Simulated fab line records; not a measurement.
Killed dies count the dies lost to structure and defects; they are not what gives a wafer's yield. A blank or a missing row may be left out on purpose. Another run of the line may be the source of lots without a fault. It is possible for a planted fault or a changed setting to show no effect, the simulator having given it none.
fab line records	flow ritCmos
[record] lots = 7	wafers = 21	lastDay = 7
route steps=202 shown M1@184
lots with no fault: from the same line, run without faults
startH: hours from the record's opening day to when the first of the lot's shown wafers began	waitH: how many hours have passed since the lot's step before this one	" as in the row above	L1.1+2: one row covering several wafers at once	- value missing, or start not given	* or withheld: withheld	< > ~ a bound
route shown NAME@n: NAME is a module with steps in the file, n the number in the route of the first one	usual: the fault-free wafers' mean and standard deviation	same: alike in all rows	chamber/n: place in a boat	sites: per-site readings	_std_site: how widely they spread, as a standard deviation	_edge_site: the outer-site mean with the inner-site mean subtracted	radiusMm: how far each site lies from the wafer's centre	mask NAME#n: copy n	behind: tool/chamber where the wafer was last shaped	hold: what put the lot on hold/how long, in hours/how the hold closed	device: the n, p or np transistor that did not switch	end of line: the tests these same wafers got at the end of their route	a step without rows: its recipe alone	killed: dies that structure and defects cost at the first sort, which is not the same as the wafer's yield	map: the dies of a wafer, with x for killed, . for not killed, _ for no die there
set.NAME: the run value of the setting; set.NAME@STEP: its run value at that earlier step	model.NAME: the simulator's own value behind a step, which no gauge read
certain route steps with their lots: each step a table, each wafer a row
services: the hour from which a tool's chamber was out of use, counted from the record's first day as startH (under 0 if before that day), plus the number of hours and why
[[steps]]
[step RIT_M1_SPUTTER_00]
[recipe] material = Al	targetThkNm = 400	powerW = 2000	chamberPressurePa = 0.4	gas = Ar	timeS = 500	substrateTempC = 25
[usual] chamberPressurePa = 0.3999/0.00077	throttleValvePct = 29.8/0.97
lot.wafer	tool	chamber	startH	waitH	chamberPressurePa	throttleValvePct
L647.1	pvdSputter-02	-	77.71	0.0	0.4008	28.6
L647.3	"	-	"	"	0.4008	29.4
L647.4	"	-	"	"	0.4004	29.0
L652.4	pvdSputter-02	-	97.92	0.0	0.3993	29.2
L652.5	"	-	"	"	0.4009	30.1
L652.6	"	-	"	"	0.3994	29.4
L653.1	pvdSputter-03	-	108.77	0.0	0.4000	29.6
L653.2	"	-	"	"	0.3998	32.2
L653.3	"	-	"	"	0.3993	29.9
L654.1	pvdSputter-02	-	109.22	0.0	0.4004	29.4
L654.5	"	-	"	"	0.4001	29.3
L654.6	"	-	"	"	0.4008	29.3
L655.2	pvdSputter-03	-	112.43	0.0	0.3987	30.1
L655.5	"	-	"	"	0.3984	29.8
L655.6	"	-	"	"	0.3999	31.9
L663.2	pvdSputter-03	-	154.75	0.0	0.4010	29.7
L663.4	"	-	"	"	0.3997	29.8
L663.6	"	-	"	"	0.3996	32.2
L665.1	pvdSputter-01	-	163.55	0.0	0.4008	28.9
L665.3	"	-	"	"	0.3991	30.9
L665.4	"	-	"	"	0.3996	29.8
[step RIT_M1_RS_MEAS_01]
[recipe] thkMeasGauge = four-point-probe	reads = Al_of_M1_SPUTTER_00
[usual] M1_AL_RS = 0.0735/0.00095
lot.wafer	tool	chamber	startH	waitH	M1_AL_RS[ohm/sq]
L647.1	filmMetro-04	-	78.01	0.1	0.0727
L647.3	"	-	"	"	0.0714
L647.4	"	-	"	"	0.0728
L652.4	filmMetro-01	-	98.27	0.2	0.0731
L652.5	"	-	"	"	0.0741
L652.6	"	-	"	"	0.0739
L653.1	filmMetro-01	-	109.06	0.1	0.0736
L653.2	"	-	"	"	0.0731
L653.3	"	-	"	"	0.0749
L654.1	filmMetro-01	-	109.51	0.1	0.0735
L654.5	"	-	"	"	0.0734
L654.6	"	-	"	"	0.0724
L655.2	filmMetro-01	-	112.74	0.2	0.0752
L655.5	"	-	"	"	0.0750
L655.6	"	-	"	"	0.0740
L663.2	filmMetro-02	-	155.06	0.2	0.0729
L663.4	"	-	"	"	0.0729
L663.6	"	-	"	"	0.0725
L665.1	filmMetro-04	-	163.84	0.1	0.0739
L665.3	"	-	"	"	0.0726
L665.4	"	-	"	"	0.0750
[step RIT_M1_THK_MEAS_02]
[recipe] thkMeasGauge = xrf	reads = Al_of_M1_SPUTTER_00
[usual] M1_AL_THK = 389/5.2
lot.wafer	tool	chamber	startH	waitH	M1_AL_THK[nm]
L647.1	filmMetro-04	-	78.13	0.1	395
L647.3	"	-	"	"	402
L647.4	"	-	"	"	392
L652.4	filmMetro-01	-	98.36	0.1	391
L652.5	"	-	"	"	386
L652.6	"	-	"	"	388
L653.1	filmMetro-01	-	109.18	0.1	388
L653.2	"	-	"	"	392
L653.3	"	-	"	"	381
L654.1	filmMetro-01	-	109.63	0.1	388
L654.5	"	-	"	"	391
L654.6	"	-	"	"	395
L655.2	filmMetro-01	-	112.85	0.1	378
L655.5	"	-	"	"	380
L655.6	"	-	"	"	388
L663.2	filmMetro-02	-	155.17	0.1	390
L663.4	"	-	"	"	391
L663.6	"	-	"	"	391
L665.1	filmMetro-04	-	163.96	0.1	386
L665.3	"	-	"	"	393
L665.4	"	-	"	"	380
[step RIT_M1_HMDS_03]
[recipe] primeTimeS = 60	primeTempC = 140
[step RIT_M1_COAT_04]
[recipe] resist = NOVOLAK	spinRpm = 2000	resistThkNm = 1283
[step RIT_M1_SOFTBAKE_05]
[recipe] resist = NOVOLAK	tempC = 90	timeS = 60
[step RIT_M1_EXPOSE_06]
[recipe] maskId = M12	na = 0.6	sourceShape = conventional	sigmaOuter = 0.5	targetCdNm = 2600	doseMj = 248.4
[step RIT_M1_PEB_07]
[recipe] resist = NOVOLAK	tempC = withheld	timeS = withheld
[step RIT_M1_DEVELOP_08]
[recipe] resist = NOVOLAK	developTimeS = 68	devTempC = 23
[step RIT_M1_CD_MEAS_09]
[recipe] targetCdNm = 2600
[usual] cdNm = 2599.4/1.7
lot.wafer	tool	chamber	startH	waitH	cdNm
L647.1	cdSem-02	-	79.19	-	2599.1
L647.3	"	-	"	"	2595.2
L647.4	"	-	"	"	2598.9
L652.4	cdSem-02	-	99.33	-	2601.5
L652.5	"	-	"	"	2600.6
L652.6	"	-	"	"	2599.0
L653.1	cdSem-02	-	110.25	-	2601.3
L653.2	"	-	"	"	2601.5
L653.3	"	-	"	"	2601.6
L654.1	cdSem-02	-	110.74	-	2600.5
L654.5	"	-	"	"	2601.4
L654.6	"	-	"	"	2600.5
L655.2	cdSem-02	-	113.80	-	2600.3
L655.5	"	-	"	"	2599.1
L655.6	"	-	"	"	2598.7
L663.2	cdSem-01	-	156.19	-	2601.1
L663.4	"	-	"	"	2600.2
L663.6	"	-	"	"	2598.4
L665.1	cdSem-01	-	164.95	-	2597.4
L665.3	"	-	"	"	2599.1
L665.4	"	-	"	"	2601.4
[step RIT_M1_OVL_MEAS_10]
[usual] M1_OVL = -0.4/1.4
lot.wafer	tool	chamber	startH	waitH	M1_OVL[nm]
L647.1	overlay-02	-	79.31	0.1	-1.2
L647.3	"	-	"	"	-1.1
L647.4	"	-	"	"	1.6
L652.4	overlay-02	-	99.41	0.1	0.2
L652.5	"	-	"	"	-0.4
L652.6	"	-	"	"	-2.3
L653.1	overlay-01	-	110.37	0.1	-1.1
L653.2	"	-	"	"	-0.9
L653.3	"	-	"	"	-0.5
L654.1	overlay-02	-	110.86	0.1	-3.0
L654.5	"	-	"	"	-1.7
L654.6	"	-	"	"	-2.6
L655.2	overlay-01	-	113.91	0.1	-2.0
L655.5	"	-	"	"	-1.7
L655.6	"	-	"	"	-0.8
L663.2	overlay-01	-	156.30	0.1	-0.2
L663.4	"	-	"	"	-2.6
L663.6	"	-	"	"	-1.6
L665.1	overlay-02	-	165.07	0.1	-2.2
L665.3	"	-	"	"	-0.7
L665.4	"	-	"	"	-0.4
[step RIT_M1_HARDBAKE_11]
[recipe] resist = NOVOLAK	tempC = 140	timeS = 120
[step RIT_M1_METAL_ETCH_12]
[recipe] stopOn = SiO2	chemistry = Cl2/BCl3	target = Al	timeS = 165	overEtchFrac = 0.5	pressureMtorr = 100	targetDepthA = 6000	rfW = 250	Cl2_flow_sccm = 60	bcl3FlowSccm = 50
[usual] bcl3FlowSccm = 49.98/0.14	chamberPressureMTorr = 100.00/0.091	drypumpMotorCurrentA = 5.71/0.19	oesProductAu = 0.778/0.011	throttleValvePct = 8.27/0.14
lot.wafer	tool	chamber	startH	waitH	bcl3FlowSccm	chamberPressureMTorr	drypumpMotorCurrentA	oesProductAu	rfHoursCounterH	throttleValvePct	model.NOVOLAK_of_M1_COAT_04.thkNm	model.SiO2_of_CONTACT_CVD_00.thkNm
L647.1	rieMetal-03	0	79.60	0.2	50.18	99.83	5.64	0.780	1	8.08	782.6	364.4
L647.3	"	1	"	"	50.06	99.91	5.43	0.789	-	8.36	806.5	362.1
L647.4	"	0	"	"	50.11	99.93	5.70	0.784	-	8.09	782.1	366.6
L652.4	rieMetal-01	1	99.73	0.1	-	-	-	-	-	-	1128	401.4
L652.5	"	1	"	"	-	-	-	-	-	-	1124	402.3
L652.6	"	0	"	"	-	-	-	-	-	-	1126	409.2
L653.1	rieMetal-03	1	110.75	0.2	-	-	-	-	-	-	1117	397.9
L653.2	"	0	"	"	-	-	-	-	-	-	1119	393
L653.3	"	1	"	"	-	-	-	-	-	-	1118	399.6
L654.1	rieMetal-04	0	111.15	0.2	-	-	-	-	-	-	1116	385.8
L654.5	"	1	"	"	-	-	-	-	-	-	1117	401
L654.6	"	0	"	"	-	-	-	-	-	-	1121	388.8
L655.2	rieMetal-01	0	114.19	0.2	49.82	99.90	5.69	0.770	5	8.30	793	361.7
L655.5	"	1	"	"	50.02	100.03	5.79	0.761	-	8.06	798.2	372.1
L655.6	"	0	"	"	50.14	100.09	5.68	0.782	-	8.29	790.6	374.7
L663.2	rieMetal-04	1	156.58	0.2	49.93	100.00	6.00	0.785	0	8.37	807.8	361.1
L663.4	"	1	"	"	50.23	100.12	6.01	0.780	-	8.37	807.3	369.4
L663.6	"	0	"	"	50.16	99.78	5.83	0.802	-	8.45	795.6	366.5
L665.1	rieMetal-01	0	165.35	0.2	50.03	99.92	5.67	0.784	5	8.30	786	363.1
L665.3	"	0	"	"	49.93	100.12	5.68	0.787	-	8.31	788.1	366.6
L665.4	"	1	"	"	50.00	100.09	5.80	0.748	-	8.08	798.7	374.8
[step RIT_M1_STRIP_13]
[recipe] chemistry = nmp	resist = NOVOLAK	tempC = 80	timeS = 600	dry = n2Spin
[step RIT_M1_STRIP_14]
[recipe] chemistry = O2	timeS = 180	platenTempC = withheld	powerW = 500	pressureMtorr = 4000	o2FlowSccm = 4000
[usual] drypumpMotorCurrentA = 5.9/0.41
lot.wafer	tool	chamber	startH	waitH	drypumpMotorCurrentA	rfHoursCounterH
L647.1	plasmaAsher-04	0	79.99	0.0	6.2	26
L647.3	"	0	"	"	6.2	-
L647.4	"	1	"	"	5.5	-
L652.4	plasmaAsher-01	0	100.07	0.1	5.5	-
L652.5	"	1	"	"	6.5	-
L652.6	"	0	"	"	5.4	-
L653.1	plasmaAsher-03	0	111.09	0.0	5.9	47
L653.2	"	1	"	"	5.7	47
L653.3	"	1	"	"	5.6	-
L654.1	plasmaAsher-04	1	111.48	0.0	5.5	31
L654.5	"	0	"	"	6.2	-
L654.6	"	1	"	"	5.5	-
L655.2	plasmaAsher-03	1	114.53	0.0	5.6	48
L655.5	"	1	"	"	5.6	-
L655.6	"	0	"	"	5.8	-
L663.2	plasmaAsher-01	1	156.93	0.0	6.5	4
L663.4	"	1	"	"	6.5	-
L663.6	"	1	"	"	6.5	-
L665.1	plasmaAsher-01	0	165.71	0.0	5.4	5
L665.3	"	0	"	"	5.4	-
L665.4	"	1	"	"	6.5	-
[step RIT_M1_CD_MEAS_90]
[recipe] targetCdNm = 2600
[usual] cdNm = 2600.1/2.3
lot.wafer	tool	chamber	startH	waitH	cdNm
L647.1	cdSem-01	-	80.22	0.2	2597.4
L647.3	"	-	"	"	2598.0
L647.4	"	-	"	"	2597.9
L652.4	cdSem-01	-	100.25	0.1	-
L652.5	"	-	"	"	-
L652.6	"	-	"	"	-
L653.1	cdSem-02	-	111.26	0.1	-
L653.2	"	-	"	"	-
L653.3	"	-	"	"	-
L654.1	cdSem-02	-	111.66	0.1	-
L654.5	"	-	"	"	-
L654.6	"	-	"	"	-
L655.2	cdSem-01	-	114.72	0.1	2601.4
L655.5	"	-	"	"	2598.9
L655.6	"	-	"	"	2598.0
L663.2	cdSem-02	-	157.12	0.1	2603.2
L663.4	"	-	"	"	2602.5
L663.6	"	-	"	"	2598.3
L665.1	cdSem-01	-	165.88	0.1	2596.5
L665.3	"	-	"	"	2599.7
L665.4	"	-	"	"	2599.3
[step RIT_M1_ANNEAL_15]
[recipe] tempC = 450	timeS = 1800	ambient = forming_gas_H2N2
[step RIT_M1_PROBE_99]
[usual] defectLimitedYield = 97.4/1.1	killed_at_M0_to_M3 = 0.0/0.2	killedAtContacts = 0.0/0.2	killedAtFrontEnd = 6.8/2.9	killedDies = 6.8/2.9	killedOnRim = 1.9/1.4	killedOpen = 3.3/1.9	killedShort = 3.5/2	sort_bin_3_pad_short = 0.1/0.21	sort_bin_5_function = 1.4/0.74	sort_bin_6_memory = 1.1/0.67	sortNPass = 257.2/2.9	sortYieldPct = 97.4/1.1
[same] grossDies = 264	killed_at_M4_up = 0	killedAtBackSide = 0	killedAtOther = 0
lot.wafer	tool	chamber	startH	waitH	defectLimitedYield[%]	killed_at_M0_to_M3	killedAtContacts	killedAtFrontEnd	killedDies	killedOnRim	killedOpen	killedShort	sort_bin_3_pad_short[%]	sort_bin_5_function[%]	sort_bin_6_memory[%]	sortNPass	sortYieldPct[%]
L647.1	prober-02	-	84.99	0.1	95.8	0	0	11	11	3	3	8	0.4	1.1	2.7	253.0	95.8
L647.3	prober-02	-	85.09	0.2	98.5	0	0	4	4	0	3	1	0	0.8	0.8	260.0	98.5
L647.4	prober-02	-	85.14	0.2	97.0	0	0	8	8	2	2	6	0.8	1.1	1.1	256.0	97.0
L652.4	prober-01	-	103.55	0.5	0	260	0	4	264	70	2	2	0	99.6	0.4	0	0
L652.5	prober-01	-	103.60	0.5	0	259	0	5	264	70	2	4	0	98.9	1.1	0	0
L652.6	prober-01	-	103.65	0.6	0	261	1	2	264	70	1	2	0	100.0	0	0	0
L654.1	prober-02	-	116.70	0.1	0	255	0	9	264	70	3	6	0.4	98.1	1.5	0	0
L654.5	prober-02	-	116.90	0.2	0	257	0	7	264	70	5	2	0	99.2	0.8	0	0
L654.6	prober-02	-	116.95	0.2	0	254	0	10	264	70	4	6	0	98.1	1.9	0	0
L655.2	prober-01	-	116.75	0.1	97.7	0	0	6	6	1	4	2	0	1.1	1.1	258.0	97.7
L655.5	prober-01	-	116.90	0.2	97.7	0	0	6	6	0	2	4	0	1.1	1.1	258.0	97.7
L655.6	prober-01	-	116.95	0.2	97.0	0	0	8	8	1	4	4	0	1.1	1.9	256.0	97.0
L653.1	prober-02	-	117.00	0.4	0	258	0	6	264	70	4	2	0	98.9	1.1	0	0
L653.2	prober-02	-	117.05	0.4	0	250	0	14	264	70	6	8	0	98.5	1.5	0	0
L653.3	prober-02	-	117.10	0.5	0	256	0	8	264	70	4	4	0	98.1	1.9	0	0
L663.2	prober-02	-	158.89	0.1	97.7	0	0	6	6	2	2	4	0.4	0.8	1.1	258.0	97.7
L663.4	prober-02	-	158.99	0.2	98.5	0	0	4	4	2	2	2	0	1.1	0.4	260.0	98.5
L663.6	prober-02	-	159.09	0.2	97.7	0	0	6	6	2	3	3	0	1.5	0.8	258.0	97.7
L665.1	prober-02	-	169.17	0.1	97.7	0	0	6	6	1	5	1	0.4	1.5	0.4	258.0	97.7
L665.3	prober-02	-	169.27	0.2	97.3	0	0	7	7	1	5	2	0.4	1.1	1.1	257.0	97.3
L665.4	prober-02	-	169.32	0.2	96.2	1	0	9	10	1	2	8	0.4	1.9	1.5	254.0	96.2
// killed by level:class
L647.1 SPACER:geometricParticle:short=4 REOX:geometricParticle:open=2 FOX1:geometricParticle:short=1 FOX1:geometricParticle:open=1 GATE:geometricParticle:short=1 REOX:geometricParticle:short=1 SILICIDE:geometricParticle:short=1
L647.3 SPACER:geometricParticle:open=2 FOX1:geometricParticle:short=1 REOX:geometricParticle:open=1
L647.4 GATE:geometricParticle:short=2 SPACER:geometricParticle:short=2 FOX2:geometricParticle:short=1 REOX:geometricParticle:short=1 REOX:geometricParticle:open=1 SPACER:geometricParticle:open=1
L652.4 M1:areaEtch=260 FOX1:geometricParticle:short=1 FOX1:geometricParticle:open=1 GATE:geometricParticle:open=1 SPACER:geometricParticle:short=1
L652.5 M1:areaEtch=258 FOX1:geometricParticle:short=1 GATE:geometricParticle:short=1 REOX:geometricParticle:short=1 REOX:geometricParticle:open=1 SPACER:geometricParticle:open=1 M1:geometricParticle:short=1
L652.6 M1:areaEtch=261 GATE:geometricParticle:short=1 SPACER:geometricParticle:short=1 CONTACT:geometricParticle:open=1
L654.1 M1:areaEtch=255 FOX2:geometricParticle:short=2 GATE:geometricParticle:short=2 SILICIDE:geometricParticle:open=2 REOX:geometricParticle:short=1 SPACER:geometricParticle:open=1 SILICIDE:geometricParticle:short=1
L655.2 GATE:geometricParticle:open=2 REOX:geometricParticle:open=2 GATE:geometricParticle:short=1 SPACER:geometricParticle:short=1
L654.5 M1:areaEtch=257 GATE:geometricParticle:open=2 FOX2:geometricParticle:open=1 GATE:geometricParticle:short=1 REOX:geometricParticle:open=1 REOX:geometricParticle:short=1 SPACER:geometricParticle:open=1
L655.5 FOX1:geometricParticle:short=2 GATE:geometricParticle:open=1 GATE:geometricParticle:short=1 REOX:geometricParticle:short=1 SPACER:geometricParticle:open=1
L654.6 M1:areaEtch=254 GATE:geometricParticle:short=3 FOX2:geometricParticle:short=2 FOX2:geometricParticle:open=1 GATE:geometricParticle:open=1 SPACER:geometricParticle:open=1 SILICIDE:geometricParticle:short=1 SILICIDE:geometricParticle:open=1
L655.6 GATE:geometricParticle:short=2 REOX:geometricParticle:open=2 GATE:geometricParticle:open=1 REOX:geometricParticle:short=1 SPACER:geometricParticle:short=1 SPACER:geometricParticle:open=1
L653.1 M1:areaEtch=258 REOX:geometricParticle:open=2 FOX2:geometricParticle:short=1 GATE:geometricParticle:open=1 GATE:geometricParticle:short=1 SPACER:geometricParticle:open=1
L653.2 M1:areaEtch=250 GATE:geometricParticle:open=4 GATE:geometricParticle:short=4 REOX:geometricParticle:short=2 SILICIDE:geometricParticle:open=2 FOX1:geometricParticle:short=1 SILICIDE:geometricParticle:short=1
L653.3 M1:areaEtch=256 GATE:geometricParticle:open=4 FOX1:geometricParticle:short=1 GATE:geometricParticle:short=1 SPACER:geometricParticle:short=1 SILICIDE:geometricParticle:short=1
L663.2 GATE:geometricParticle:short=3 GATE:geometricParticle:open=2 SILICIDE:geometricParticle:short=1
L663.4 GATE:geometricParticle:short=1 SPACER:geometricParticle:short=1 SPACER:geometricParticle:open=1 SILICIDE:geometricParticle:open=1
L663.6 FOX1:geometricParticle:short=1 FOX1:geometricParticle:open=1 SPACER:geometricParticle:short=1 SPACER:geometricParticle:open=1 SILICIDE:geometricParticle:open=1 SILICIDE:geometricParticle:short=1
L665.1 FOX1:geometricParticle:open=3 GATE:geometricParticle:open=2 GATE:geometricParticle:short=1
L665.3 GATE:geometricParticle:short=2 GATE:geometricParticle:open=2 FOX1:geometricParticle:open=1 REOX:geometricParticle:open=1 SILICIDE:geometricParticle:open=1
L665.4 FOX1:geometricParticle:short=2 REOX:geometricParticle:short=2 SILICIDE:geometricParticle:short=2 FOX1:geometricParticle:open=1 GATE:geometricParticle:open=1 GATE:geometricParticle:short=1 M1:geometricParticle:short=1
// map L652.4 (x killed, . not)
________xxxxxxx_______
_____xxxxxxxxxxxxx____
____xxxxxxxxxxxxxxx___
___xxxxxxxxxxxxxxxxx__
__xxxxxxxxxxxxxxxxxxx_
__xxxxxxxxxxxxxxxxxxx_
_xxxxxxxxxxxxxxxxxxxxx
_xxxxxxxxxxxxxxxxxxxxx
_xxxxxxxxxxxxxxxxxxxxx
_xxxxxxxxxxxxxxxxxxxxx
__xxxxxxxxxxxxxxxxxxx_
__xxxxxxxxxxxxxxxxxxx_
___xxxxxxxxxxxxxxxxx__
____xxxxxxxxxxxxxxx___
_____xxxxxxxxxxxxx____
________xxxxxxx_______
// map L653.1 (x killed, . not)
________xxxxxxx_______
_____xxxxxxxxxxxxx____
____xxxxxxxxxxxxxxx___
___xxxxxxxxxxxxxxxxx__
__xxxxxxxxxxxxxxxxxxx_
__xxxxxxxxxxxxxxxxxxx_
_xxxxxxxxxxxxxxxxxxxxx
_xxxxxxxxxxxxxxxxxxxxx
_xxxxxxxxxxxxxxxxxxxxx
_xxxxxxxxxxxxxxxxxxxxx
__xxxxxxxxxxxxxxxxxxx_
__xxxxxxxxxxxxxxxxxxx_
___xxxxxxxxxxxxxxxxx__
____xxxxxxxxxxxxxxx___
_____xxxxxxxxxxxxx____
________xxxxxxx_______
[[services]]
tool	chamber	startH	hours	kind
rieMetal-03	-	59.71	0.1	repair
rieMetal-04	-	62.08	2.8	pm
pvdSputter-03	-	65.36	24.6	repair
rieMetal-04	-	81.64	0.5	repair
pvdSputter-02	-	84.48	2.0	repair
plasmaAsher-03	-	91.42	15.0	pm
rieMetal-03	-	92.03	0.5	repair
plasmaAsher-01	-	106.39	14.1	pm
pvdSputter-01	-	107.90	4.5	repair
plasmaAsher-01	-	120.52	9.0	pm
plasmaAsher-01	0	120.52	9.0	ventCycle
plasmaAsher-01	1	120.52	9.0	ventCycle
plasmaAsher-01	0	129.52	-	clean
plasmaAsher-01	1	129.52	-	clean
rieMetal-04	-	136.12	20.0	pm
rieMetal-04	0	136.12	20.0	ventCycle
rieMetal-04	1	136.12	20.0	ventCycle
pvdSputter-01	-	138.30	9.8	repair
pvdSputter-02	-	155.98	2.3	repair
rieMetal-04	0	156.12	-	clean
rieMetal-04	1	156.12	-	clean
[[key]]
[firstSign] step = RIT_M1_METAL_ETCH_12	reading = toolRecord	direction = missing
[effect] step = RIT_M1_CD_MEAS_90	reading = cdNm	direction = missing
[effect] step = RIT_M1_PROBE_99	reading = killed_at_M0_to_M3	direction = up	sigmas = 99+	usual = 0.0	struck = 256.7
[modelEffect] step = RIT_M1_METAL_ETCH_12	value = NOVOLAK_of_M1_COAT_04.thkNm	without = 797.7	struck = 1121
[moreKillsBornAt] RIT_M1_METAL_ETCH_12@rieMetal-01 = 779	RIT_M1_METAL_ETCH_12@rieMetal-04 = 766	RIT_M1_METAL_ETCH_12@rieMetal-03 = 764
metAt RIT_M1_METAL_ETCH_12
struckWafers L652.4,L652.5,L652.6,L653.1,L653.2,L653.3,L654.1,L654.5,L654.6
laterRowsLeftOut L652.4,L652.5,L652.6,L653.1,L653.2,L653.3,L654.1,L654.5,L654.6
onsetBetween 79.60 99.73
[fault] kind = skippedStepWhole	tool = rieMetal-01,rieMetal-03,rieMetal-04	chamber = -	onsetH = 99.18	steps = RIT_M1_METAL_ETCH_12	scope = struckLotsOnly
// laterRowsLeftOut: the simulator's readings of these wafers behind a module that went badly wrong aren't trusted and aren't shown, but for the sort
